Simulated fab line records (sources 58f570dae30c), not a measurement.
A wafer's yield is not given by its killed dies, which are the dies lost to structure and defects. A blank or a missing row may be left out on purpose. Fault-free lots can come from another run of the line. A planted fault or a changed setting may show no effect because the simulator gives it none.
Which tool did it?    flow berkeley_cmos170    Sampling: 14 lots, 42 wafers, 4 of 331 route steps

WHAT EACH GAUGE READ, for each wafer
UCB170_M1_OVL_MEAS_10. Usual: M1_OVL gives 2 nm (standard deviation 5.8).
lot   measured      on          M1_OVL (nm)  flag
L983  day 8 13:50   overlay-02  -3 -3 -5     
L982  day 8 14:05   overlay-01  1 -5 0       
L985  day 8 14:11   overlay-02  -5 4 4       
L984  day 8 14:29   overlay-01  -1 0 -4      
L988  day 9 15:29   overlay-01  1 -1 4       
L989  day 9 17:31   overlay-02  0 2 9        
L991  day 10 09:25  overlay-02  -1 2 2       
L995  day 10 20:07  overlay-02  2 9 -1       
L998  day 11 20:23  overlay-02  -2 -6 -4     
L997  day 11 21:55  overlay-02  3 -2 2       
L102  day 12 15:38  overlay-01  -2 -4 1      
L105  day 13 02:32  overlay-02  3 9 -1       
L104  day 13 02:49  overlay-01  10 12 3      
L103  day 13 08:41  overlay-01  15 5 7       

UCB170_M2_RS_MEAS_02: measurement is done with a four-point probe. Usual: M2_AL_RS gives 0.0322 ohm/sq (standard deviation 0.00036).
lot   measured      on             M2_AL_RS (ohm/sq)     flag
L983  day 8 21:57   film_metro-04  0.0318 0.0325 0.0316  
L982  day 8 22:01   film_metro-01  0.0327 0.0324 0.0328  
L985  day 8 22:15   film_metro-02  0.0315 0.0313 0.0320  
L984  day 8 22:58   film_metro-04  0.0321 0.0321 0.0319  
L988  day 9 20:16   film_metro-04  0.0318 0.0318 0.0316  
L989  day 9 23:25   film_metro-01  0.0323 0.0327 0.0322  
L991  day 10 14:47  film_metro-04  0.0326 0.0328 0.0327  
L995  day 11 01:41  film_metro-01  0.0322 0.0324 0.0321  
L998  day 12 01:14  film_metro-02  0.0321 0.0320 0.0320  
L997  day 12 02:38  film_metro-04  0.0324 0.0322 0.0325  
L102  day 12 21:05  film_metro-04  0.0323 0.0321 0.0323  
L105  day 13 07:08  film_metro-01  0.0323 0.0320 0.0319  
L104  day 13 08:44  film_metro-04  0.0330 0.0327 0.0325  
L103  day 13 13:07  film_metro-04  0.0317 0.0321 0.0318  

UCB170_M3_CD_MEAS_90 targets a cd of 700 nm. Usual: cd_nm reads 698 nm (standard deviation 5.1).
lot   measured      on         cd_nm (nm)   flag
L983  day 9 06:49   cd_sem-02  700 697 701  
L982  day 9 06:54   cd_sem-01  694 703 692  
L985  day 9 07:10   cd_sem-01  710 695 697  
L984  day 9 08:33   cd_sem-02  698 703 693  
L988  day 10 06:23  cd_sem-02  689 700 691  
L989  day 10 08:11  cd_sem-02  692 701 695  
L991  day 11 00:52  cd_sem-02  700 688 691  
L995  day 11 12:28  cd_sem-01  693 692 692  
L998  day 12 11:43  cd_sem-01  690 703 694  
L997  day 12 11:55  cd_sem-01  699 704 704  
L102  day 13 09:25  cd_sem-01  702 706 690  
L105  day 13 15:58  cd_sem-01  704 700 703  
L104  day 13 17:24  cd_sem-01  692 692 691  
L103  day 14 00:45  cd_sem-02  698 692 695  

TOOL THAT RAN EACH LOT (tool first, then ch and the chambers of the sampled wafers, then the start)
lot   UCB170_V2_CVD_00
L983  pecvd-02 ch 0,1, day 9 00:40
L982  pecvd-01 ch 0,1, day 9 00:58
L985  pecvd-02 ch 0,2, day 9 01:23
L984  pecvd-01 ch 0,1, day 9 02:28
L988  pecvd-04 ch 0,1, day 10 00:23
L989  pecvd-02 ch 1,2, day 10 02:42
L991  pecvd-01 ch 1,2, day 10 18:25
L995  pecvd-04 ch 1,2, day 11 04:10
L998  pecvd-01 ch 0,1,2, day 12 03:49
L997  pecvd-01 ch 0,1,2, day 12 05:17
L102  pecvd-04 ch 0,1,2, day 13 03:29
L105  pecvd-04 ch 0,1, day 13 10:01
L104  pecvd-02 ch 0,2, day 13 11:22
L103  pecvd-04 ch 0,2, day 13 16:22
- UCB170_V2_CVD_00: deposits SiO2 from TEOS/O2, target thk 2000 nm, time 250 s.

WHAT THE TOOLS THEMSELVES READ (means of the sampled wafers that have a number; where no wafer has one, the mark that the record gives instead)
UCB170_V2_CVD_00. Usual: heater_power_w 275 W, standard deviation 50; pressure_mtorr 9003 mTorr, standard deviation 17.
lot   tool      heater_power_w (W)  pressure_mtorr (mTorr)  flag
L983  pecvd-02  293                 9004                    
L982  pecvd-01  264                 8995                    
L985  pecvd-02  275                 9001                    
L984  pecvd-01  250                 8995                    
L988  pecvd-04  242                 9011                    
L989  pecvd-02  290                 9007                    
L991  pecvd-01  275                 9013                    
L995  pecvd-04  279                 8999                    
L998  pecvd-01  219                 8996                    
L997  pecvd-01  287                 8978                    
L102  pecvd-04  252                 9010                    
L105  pecvd-04  281                 8998                    
L104  pecvd-02  328                 9002                    
L103  pecvd-04  249                 9019                    

THE ANSWER, worked out from the rows above alone
Rule: take the mean of a lot's wafers that have a number; if it is more than 3 standard deviations from the usual mean, the lot is off. A lot without any number at a reading at which 4 lots or more have one is off too. The other lots that the step has rows for count as sound. First the gauges in route order, then the tools' own readings, where a lot's mean is used as printed above. The first step at which some lot is off is used, and at that step the reading that is off furthest; a lot without a number counts as furthest.
None of the lots is off at any reading shown; this tells nothing.

WHAT THE SIMULATOR HAD PUT IN
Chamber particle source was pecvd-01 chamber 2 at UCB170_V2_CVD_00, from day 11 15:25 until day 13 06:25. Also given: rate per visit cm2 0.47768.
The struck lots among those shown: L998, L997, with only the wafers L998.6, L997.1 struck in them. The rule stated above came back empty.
